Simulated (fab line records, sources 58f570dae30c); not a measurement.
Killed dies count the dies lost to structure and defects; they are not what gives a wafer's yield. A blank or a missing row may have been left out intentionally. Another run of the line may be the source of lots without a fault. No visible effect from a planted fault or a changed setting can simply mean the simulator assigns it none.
Code-filled problem report in 8D (eight disciplines) form || flow berkeley cmos170 || the parts of the form that need people (team, actions taken, sign-off) are left out

## 1. WHAT WENT WRONG
exposure dose mJ cm2 at UCB170_CONTACT_EXPOSE_12 reads a mean of 34.77 on 3 wafers of 1 lot; wafers without a fault read 35.00 with a standard deviation of 0.034. Measured from the usual mean, that is -6.9 standard deviations.
The step: exposes mask CONT, target cd 700 nm.
Seen first at day 8 19:00 on krf scanner-01, wafer L975.1. At this step, 39 wafers from 13 lots have a number in the record. The rule behind "out" and "out of limits": a value lying over 4 standard deviations away from the usual mean. Any other wafer with a number is counted as sound.

## 2. WHAT IT IS AND WHAT IT IS NOT
{"question": "which readings at this step", "is": "exposure dose mJ cm2", "is not": "stage vel mm s"}
{"question": "which lots", "is": "L975", "is not": "L964, L966, L967, L968, L969, L970, L971, L974, L980, L985, L986, L987"}
{"question": "which wafers of those lots", "is": "all that have a number", "is not": "-"}
{"question": "read on which tools", "is": "krf scanner-01", "is not": "krf scanner-02"}
{"question": "when", "is": "from day 8 19:00", "is not": "up to then (24 sound wafers); but 12 sound wafers of L980, L985, L986, L987 came after"}

## 3. SUSPECTS, AND WHAT RULES EACH OUT
Counting: any tool at a process step up to the reading is kept as a suspect provided that every lot that is out went through it and no sound lot did after the first of them.
- krf scanner-01 at UCB170_CONTACT_EXPOSE_12 (exposes mask CONT, target cd 700 nm): ruled out as a lasting fault. Sound lots L987 ran on it after its first lot that is out, L975 (day 8 19:00).
Left after counting: nothing in the record.

## 4. THE CAUSE (what the simulator had put in)
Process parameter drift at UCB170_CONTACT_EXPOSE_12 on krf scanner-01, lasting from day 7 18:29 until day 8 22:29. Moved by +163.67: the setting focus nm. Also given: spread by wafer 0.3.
Counting ruled it out, wrongly.

## 5. THE EFFECT CHAIN, in route order
One row per reading whose mean, taken over the struck wafers that have a number, lies over 3 standard deviations from the usual. Scope: only readings with a usual standard deviation given in the record; hours: median across lots of the time from each lot's start at the first step in this table that gives one to its start at this step; sigmas: change in usual standard deviations.
{"hours": 0, "step": "UCB170_CONTACT_EXPOSE_12", "reading": "exposure dose mJ cm2", "usual": 35.00, "on struck wafers": 34.77, "change": -0.23, "sigmas": -6.9}
Process steps it contains:
- UCB170_CONTACT_EXPOSE_12: exposes mask CONT, target cd 700 nm.
Later measuring or inspecting steps at which every struck wafer that the step has a row for has a number for every such reading, and none has moved that far: UCB170_M2_CD_MEAS_15.

## 6. HOW IT WOULD HAVE BEEN CAUGHT EARLIER
In this record no reading fell out of limits until day 8 19:00, 25 hours after the fault had begun at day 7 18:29.
